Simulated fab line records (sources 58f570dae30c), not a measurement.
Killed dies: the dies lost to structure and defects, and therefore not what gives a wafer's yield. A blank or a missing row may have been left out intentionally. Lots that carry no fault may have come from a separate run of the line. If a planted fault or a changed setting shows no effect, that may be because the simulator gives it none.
The tool behind it: which one? | flow berkeley cmos170 | 15 lots with 45 wafers sampled at 2 steps, on a route of 331 steps

== WHAT THE GAUGES READ, wafer by wafer ==
UCB170_V2_BOW_MEAS_03.
lot  | measured     | on            | V2_BOW (um)
L445 | day 7 21:35  | film metro-04 | 35 31 33
L443 | day 7 21:47  | film metro-04 | 38 52 42
L444 | day 7 22:18  | film metro-01 | 43 36 32
L442 | day 7 22:30  | film metro-03 | 13 43 40
L447 | day 8 16:07  | film metro-03 | 33 33 35
L448 | day 8 16:15  | film metro-04 | 35 44 33
L451 | day 9 12:23  | film metro-03 | 29 48 45
L452 | day 9 23:49  | film metro-03 | 34 37 44
L454 | day 10 09:52 | film metro-03 | 41 48 43
L456 | day 10 10:14 | film metro-01 | 34 40 25
L458 | day 11 06:53 | film metro-01 | 41 35 42
L459 | day 11 07:28 | film metro-01 | 35 50 32
L460 | day 11 12:14 | film metro-01 | 24 32 34
L462 | day 12 05:15 | film metro-03 | 44 36 37
L464 | day 12 06:13 | film metro-03 | 34 33 27

== WHICH TOOL RAN EACH LOT (tool, then ch and the chambers of the sampled wafers, then the start) ==
lot  | UCB170_V2_CVD_00
L445 | pecvd-03 ch 0,2, day 7 21:04
L443 | pecvd-02 ch 0,1,2, day 7 21:14
L444 | pecvd-04 ch 0,1, day 7 21:44
L442 | pecvd-03 ch 0,1, day 7 21:58
L447 | pecvd-02 ch 0,1,2, day 8 15:35
L448 | pecvd-04 ch 0,1, day 8 15:43
L451 | pecvd-04 ch 0,1, day 9 11:50
L452 | pecvd-02 ch 1,2, day 9 23:16
L454 | pecvd-03 ch 1,2, day 10 09:16
L456 | pecvd-04 ch 1,2, day 10 09:43
L458 | pecvd-04 ch 0,1,2, day 11 06:19
L459 | pecvd-04 ch 0,2, day 11 06:44
L460 | pecvd-02 ch 0,1, day 11 11:35
L462 | pecvd-04 ch 1,2, day 12 04:41
L464 | pecvd-03 ch 1,2, day 12 05:40
- UCB170_V2_CVD_00: deposits SiO2 from TEOS/O2, target thk 2000 nm, time 250 s.

== WHAT THE TOOLS THEMSELVES READ (means of the sampled wafers that have a number; where no wafer has one, the mark that the record gives instead) ==
UCB170_V2_CVD_00.
lot  | tool     | heater power w (W)
L445 | pecvd-03 | 282
L443 | pecvd-02 | 281
L444 | pecvd-04 | 303
L442 | pecvd-03 | 308
L447 | pecvd-02 | 268
L448 | pecvd-04 | 274
L451 | pecvd-04 | 271
L452 | pecvd-02 | 268
L454 | pecvd-03 | 303
L456 | pecvd-04 | 246
L458 | pecvd-04 | 287
L459 | pecvd-04 | 259
L460 | pecvd-02 | 249
L462 | pecvd-04 | 245
L464 | pecvd-03 | 268

== THE ANSWER, worked out from the rows above alone ==
Rule: usual is defined by the lots themselves. Put in order of their means at a reading, lots are off if they are a third of the lots or fewer, leave a main group of 4 or more, and stand apart from it by a gap of 3 or more times the standard deviation of the main group's means; of several such gaps the widest counts. A main group whose means are all the same, to the digits that the tables above print for the reading, isn't used. A lot without any number at a reading at which 4 lots or more have one is off too. The other lots that the step has rows for count as sound. After the gauges, taken in route order, come the tools' own readings; for these a lot's mean is taken, as printed above. At the first step where some lot is off, the reading lying furthest off is the one used; lots without a number count as furthest.
Across all readings shown, no lot is off: no conclusion can be drawn from this.

== WHAT HAD BEEN PUT IN BY THE SIMULATOR ==
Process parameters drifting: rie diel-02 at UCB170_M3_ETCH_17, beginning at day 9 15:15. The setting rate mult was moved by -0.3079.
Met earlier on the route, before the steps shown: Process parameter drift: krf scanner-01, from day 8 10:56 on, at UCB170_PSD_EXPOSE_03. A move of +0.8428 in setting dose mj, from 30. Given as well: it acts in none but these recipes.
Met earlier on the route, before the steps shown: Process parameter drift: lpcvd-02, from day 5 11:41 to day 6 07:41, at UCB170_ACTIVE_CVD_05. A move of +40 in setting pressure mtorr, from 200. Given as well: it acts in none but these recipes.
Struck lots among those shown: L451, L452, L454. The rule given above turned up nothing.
